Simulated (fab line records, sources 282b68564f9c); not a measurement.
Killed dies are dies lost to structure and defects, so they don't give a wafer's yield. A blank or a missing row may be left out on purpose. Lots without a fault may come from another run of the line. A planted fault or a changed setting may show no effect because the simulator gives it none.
A struck lot beside a sound one | flow rit_cmos | 14 steps out of a route of 202
Sound: wafers L851.1, L851.2, L851.4. Struck: wafers L842.1, L842.2, L842.3. The cause comes at the end.
At each step with rows: each side's tool, then ch and its chambers, then its first start. Under that, the readings that differ: sound wafers | struck wafers | difference of the means | sigmas: that difference in standard deviations of wafers without a fault.
alike: readings whose means differ by less than 2 such deviations, and words and numbers that are the same on both sides. not compared: withheld readings, readings that some wafer has no value for, bounds like >300 that may hide the same value, and numbers for which the record gives no deviation and whose values overlap.
The two part at a step that has a row with sigmas, a row that says differs or no value, or rows on one side only. Numbers that don't overlap but have no deviation are shown without sigmas and don't part them. A reading that every wafer of one side lacks parts them only if that side has two wafers or more.

first, 1 step without rows for these wafers: RIT_PLDD_IMPLANT_08.
RIT_PLDD_STRIP_09: strips in O2, time 180 s.
  sound on plasma_asher-01 ch 0,1, day 6 13:25; struck on plasma_asher-04 ch 0,1, day 4 17:40
  alike: drypump_motor_current_A
  not compared: rf_hours_counter_h
RIT_PLDD_TW_MEAS_10:
  sound on film_metro-01, day 6 13:35; struck on film_metro-01, day 4 17:50
  alike: PLDD_TW
then, 4 steps without rows for these wafers: RIT_SPACER_CLEAN_00 (cleans in SC1, time 600 s); RIT_SPACER_CLEAN_01 (cleans in dHF, time 30 s); RIT_SPACER_CLEAN_02 (cleans in SC2, time 600 s); RIT_SPACER_CVD_03 (deposits Si3N4 from SiH2Cl2/NH3, target thk 250 nm, time 3300 s).
RIT_SPACER_THK_MEAS_04:
  sound on film_metro-03, day 6 16:55; struck on film_metro-02, day 4 20:14
  reading                 | sound             | struck            | difference | sigmas
  SPACER_NITRIDE_THK (nm) | 255.5 253.9 255.9 | 247.4 246.8 249.3 | -7.3       | -3
RIT_SPACER_ETCHBACK_05: etches Si3N4 in SF6/CHF3, stops on SiO2, target depth 250 nm, time 243.6 s.
  sound on rie_diel-03 ch 1,2,3, day 6 16:59; struck on rie_diel-04 ch 0,1,2, day 4 20:18
  alike: drypump_motor_current_A, oes_product_au, throttle_valve_pct
  not compared: rf_hours_counter_h
then, 3 steps without rows for these wafers: RIT_NSD_HMDS_00 (prime time 60 s); RIT_NSD_COAT_01 (resist thk 1000 nm); RIT_NSD_SOFTBAKE_02 (time 60 s).
RIT_NSD_EXPOSE_03: exposes mask M9, target cd 40700 nm.
  sound on iline_stepper-02 ch 0, day 6 17:43; struck on iline_stepper-02, day 4 20:54
  no value came back on the struck wafers for exposure_dose_mJ_cm2, focus_offset_nm (nm); on the sound wafers exposure_dose_mJ_cm2 reads 249.89 249.99 250.02
  alike: mask
then, 1 step without rows for these wafers: RIT_NSD_PEB_04.

WHERE THEY PART
First at RIT_SPACER_THK_MEAS_04; last, within this record, at RIT_NSD_EXPOSE_03.

WHY: what the simulator had put in
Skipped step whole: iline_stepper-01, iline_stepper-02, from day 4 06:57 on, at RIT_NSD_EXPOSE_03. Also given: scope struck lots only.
